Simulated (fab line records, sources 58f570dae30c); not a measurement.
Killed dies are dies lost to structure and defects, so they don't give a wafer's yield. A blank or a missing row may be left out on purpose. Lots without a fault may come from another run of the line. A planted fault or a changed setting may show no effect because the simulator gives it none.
Split-lot experiment | flow berkeley_cmos170 | 5 lots, 23 wafers read, on a route of 331 steps

THE SPLIT
At UCB170_PWELL_IMPLANT_15, the setting energy_kev was moved away from the recipe's 60 on 5 of the 23 wafers read, by -3.6% to +4.6%. The other wafers ran this setting at the recipe's value.

The reading is taken at the split's own step.

THE READING
implant.drp_nm (the simulator's own value, which no gauge read), in nm, at UCB170_PWELL_IMPLANT_15. The file gives no usual value for it.

wafer  | tool, chamber at the split | energy_kev as run | against the recipe | implant.drp_nm, nm | against lot-mates on the recipe
L074.1 | implanter-01, 0            | 60                | recipe             | 64.7               | -
L074.2 | implanter-01, 0            | 60                | recipe             | 64.7               | -
L074.3 | implanter-01, 0            | 60                | recipe             | 64.7               | -
L074.5 | implanter-01, 0            | 60                | recipe             | 64.7               | -
L074.6 | implanter-01, 0            | 60                | recipe             | 64.7               | -
L080.2 | implanter-02, 0            | 60                | recipe             | 64.7               | -
L080.3 | implanter-02, 0            | 60                | recipe             | 64.7               | -
L080.4 | implanter-02, 0            | 60                | recipe             | 64.7               | -
L081.1 | implanter-01, 0            | 60                | recipe             | 64.7               | -
L081.2 | implanter-01, 0            | 60                | recipe             | 64.7               | -
L081.4 | implanter-01, 0            | 60                | recipe             | 64.7               | -
L081.5 | implanter-01, 0            | 60                | recipe             | 64.7               | -
L081.6 | implanter-01, 0            | 60                | recipe             | 64.7               | -
L083.2 | implanter-02, 0            | 60                | recipe             | 64.7               | -
L083.4 | implanter-02, 0            | 60                | recipe             | 64.7               | -
L083.3 | implanter-02, 0            | 57.87             | -3.6%              | 63.46              | -1.24
L083.5 | implanter-02, 0            | 57.87             | -3.6%              | 63.46              | -1.24
L083.6 | implanter-02, 0            | 57.87             | -3.6%              | 63.46              | -1.24
L085.2 | implanter-01, 0            | 60                | recipe             | 64.7               | -
L085.3 | implanter-01, 0            | 60                | recipe             | 64.7               | -
L085.4 | implanter-01, 0            | 60                | recipe             | 64.7               | -
L085.5 | implanter-01, 0            | 62.76             | +4.6%              | 66.24              | +1.54
L085.6 | implanter-01, 0            | 62.76             | +4.6%              | 66.24              | +1.54

THE FIT
A straight line over all 23 wafers: implant.drp_nm changes by +0.342 nm for each +1% of energy_kev; r = +1.00; the points scatter about the line by 0.013 nm.
The same after taking each lot's own level away (the mean of its wafers on the recipe; 23 wafers): +0.342 nm for each +1%; r = +1.00; scatter 0.013 nm.
On that fit, the largest move of energy_kev shifts the reading by 1.6 nm.
The lots' own levels span 64.700 to 64.700 nm.
So the lot-to-lot level changes the slope little: the two slopes agree.
Check: with one of the wafers moved furthest among these (+4.6%) left out of the fit, the line predicts +1.58 nm for it against its lot-mates. It came out at +1.54 nm against them.

OTHER SPLITS ON THESE WAFERS
These wafers also went through other splits before the reading. Each is held against what the fit with the lots' levels taken away leaves over:
other split on the same wafers      | wafers away from the commonest value | r with implant.drp_nm (lot level and that fit taken away)
UCB170_PWELL_OXIDATION_02 ox_time_s | 15                                   | -0.15

THE WHOLE CHAIN: every reading that the file lists as answering this split, in the file's order
step                    | what it does | reading                                                         | change (the file's fit)              | r (the file's)
UCB170_PWELL_IMPLANT_15 |              | implant.rp_nm (the simulator's own value, which no gauge read)  | +2.11 nm for each +1% of the setting | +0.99
UCB170_PWELL_IMPLANT_15 |              | implant.drp_nm (the simulator's own value, which no gauge read) | +0.34 nm for each +1% of the setting | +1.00

THE FILE'S OWN FIT
implant.drp_nm changes by +0.34 nm for each +1% of energy_kev, r = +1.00.
